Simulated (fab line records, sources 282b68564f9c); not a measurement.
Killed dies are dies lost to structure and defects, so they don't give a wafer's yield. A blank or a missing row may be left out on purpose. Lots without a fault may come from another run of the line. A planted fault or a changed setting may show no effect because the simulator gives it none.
A struck lot beside a sound one | flow rit_cmos | 15 steps out of a route of 202
Sound: wafers L331.1, L331.2, L331.3. Struck: wafer L338.3. (L338.1, L338.4 of the same lot were not struck and are left out.) The cause comes at the end.
At each step with rows: each side's tool, then ch and its chambers, then its first start. Under that, the readings that differ: sound wafers | struck wafers | difference of the means | sigmas: that difference in standard deviations of wafers without a fault.
alike: readings whose means differ by less than 2 such deviations, and words and numbers that are the same on both sides. not compared: withheld readings, readings that some wafer has no value for, bounds like >300 that may hide the same value, and numbers for which the record gives no deviation and whose values overlap.
The two part at a step that has a row with sigmas, a row that says differs or no value, or rows on one side only. Numbers that don't overlap but have no deviation are shown without sigmas and don't part them. A reading that every wafer of one side lacks parts them only if that side has two wafers or more.

RIT_M1_THK_MEAS_02: measures by xrf.
  sound on film_metro-01, day 5 17:58; struck on film_metro-01, day 7 05:04
  alike: M1_AL_THK
then, 6 steps without rows for these wafers: RIT_M1_HMDS_03 (prime time 60 s); RIT_M1_COAT_04 (resist thk 1286 nm); RIT_M1_SOFTBAKE_05 (time 60 s); RIT_M1_EXPOSE_06 (exposes mask M12, target cd 2600 nm); RIT_M1_PEB_07; RIT_M1_DEVELOP_08 (develop time 68 s).
RIT_M1_CD_MEAS_09: target cd 2600 nm.
  sound on cd_sem-02, day 5 19:05; struck on cd_sem-02, day 7 06:19
  alike: cd_nm
RIT_M1_OVL_MEAS_10:
  sound on overlay-01, day 5 19:12; struck on overlay-01, day 7 06:26
  alike: M1_OVL
then, 1 step without rows for these wafers: RIT_M1_HARDBAKE_11 (time 120 s).
RIT_M1_METAL_ETCH_12: etches Al in Cl2/BCl3, stops on SiO2, time 165 s, target depth 600 nm.
  sound on rie_metal-03 ch 0,1, day 5 19:29; struck on rie_metal-04 ch 0, day 7 06:44
  alike: drypump_motor_current_A, oes_product_au, throttle_valve_pct
  not compared: rf_hours_counter_h
then, 1 step without rows for these wafers: RIT_M1_STRIP_13 (strips in nmp, time 600 s).
RIT_M1_STRIP_14: strips in O2, time 180 s.
  sound on plasma_asher-01 ch 0,1, day 5 19:50; struck on plasma_asher-01 ch 0, day 7 07:16
  reading                     | sound             | struck | difference | sigmas
  drypump_motor_current_A (A) | 6.02 5.21 6.04    | 5.18   | -0.58      | -2
  run_length_s (s)            | 208.0 208.2 208.0 | 102.2  | -105.9     | -99 or more
  not compared: rf_hours_counter_h
RIT_M1_CD_MEAS_90: target cd 2600 nm.
  sound on cd_sem-02, day 5 20:00; struck on cd_sem-02, day 7 07:27
  alike: cd_nm
RIT_M1_PROBE_99:
  sound on prober-02, day 5 21:44; struck on prober-01, day 7 09:17
  alike: defect_limited_yield, killed_at_contacts, killed_at_front_end, killed_dies, killed_on_rim, killed_open, killed_short, sort_bin_3_pad_short, sort_bin_5_function, sort_bin_6_memory, sort_n_pass, sort_yield_pct

WHERE THEY PART
Only at RIT_M1_STRIP_14, within this record. Later steps at which nothing parts them and some readings are alike: RIT_M1_CD_MEAS_90, RIT_M1_PROBE_99.

WHY: what the simulator had put in
Process parameter drift: plasma_asher-01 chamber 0, from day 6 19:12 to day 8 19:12, at RIT_M1_STRIP_14. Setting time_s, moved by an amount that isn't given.
